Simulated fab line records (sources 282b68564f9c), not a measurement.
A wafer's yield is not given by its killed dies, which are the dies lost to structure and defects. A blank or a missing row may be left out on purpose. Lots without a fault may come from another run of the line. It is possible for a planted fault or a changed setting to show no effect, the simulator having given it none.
2 desks, one fault | flow rit cmos | each desk has only its own numbers; what lay behind them comes last

TOOL OWNER'S DESK, litho track-02
At RIT_NRETRO_SOFTBAKE_02 (time 60 s), the tool's own readings, given per lot that ran on this tool as the mean of the sampled wafers with a number. A lot is out of limits, marked OUT, if its mean lies more than 4 standard deviations from the usual mean; the brackets give that distance.
Columns: A = heater power total W at RIT_NRETRO_SOFTBAKE_02, usual 34.56 W; B = plate temp C at RIT_NRETRO_SOFTBAKE_02, usual 90.01 C
lot  | first seen here | A               | B
L297 | day 4 08:44     | 32.32 (-48) OUT | 85.81 (-35) OUT
L300 | day 4 21:21     | 32.27 (-49) OUT | 85.93 (-34) OUT
This desk's verdict: out of limits on L297, L300, starting with L297 at day 4 08:44 (heater power total W at RIT_NRETRO_SOFTBAKE_02). In limits: none.

FROM THE METROLOGY DESK
What the gauges read, lot by lot, whatever tool the lot ran on: means of the sampled wafers that have a number. A lot is out of limits, marked OUT, if its mean lies more than 4 standard deviations from the usual mean; the brackets give that distance.
Columns: A = PWELL_OVL at RIT_PWELL_OVL_MEAS_06, usual -1.3 nm; B = PWELL_TW at RIT_PWELL_TW_MEAS_10, usual 945; C = NWELL_RS at RIT_WELLDRIVE_RS_MEAS_01, usual 278.8 ohm/sq; D = PWELL_RS at RIT_WELLDRIVE_RS_MEAS_02, usual 429.1 ohm/sq; E = NRETRO_OVL at RIT_NRETRO_OVL_MEAS_06, usual -0.4 nm
lot  | first seen here | A    | B   | C     | D     | E
L297 | day 4 02:03     | -1.2 | 959 | 278.7 | 426.9 | -1.6
L300 | day 4 12:01     | -4.5 | 956 | 278.6 | 429.2 | 0.2
L306 | day 5 20:26     | -1.2 | 938 | 278.1 | 428.9 | -0.9
L308 | day 6 07:33     | -0.7 | 939 | 279.0 | 427.6 | 0.2
L309 | day 6 13:04     | -2.3 | 936 | 279.3 | 428.3 | 1.9
L310 | day 6 13:19     | 0.4  | 953 | 278.1 | 427.9 | -2.5
This desk found nothing out of limits on any of the 6 lots.

ALL TOGETHER
An alarm could have come from the tool owner's desk at day 4 08:44, on L297, L300.
Metrology desk: nothing out of limits seen.
The metrology desk has L297, L300 on record, within its limits.
Of the lots named, all ran RIT_NRETRO_SOFTBAKE_02 on litho track-02.

WHAT THE SIMULATOR PUT IN
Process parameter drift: litho track-02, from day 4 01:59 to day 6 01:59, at RIT_NRETRO_SOFTBAKE_02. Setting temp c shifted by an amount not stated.
Struck lots among those shown: L297, L300.
Time in hours from fault onset to the first out-of-limits reading at each desk: the tool owner's desk, 7.
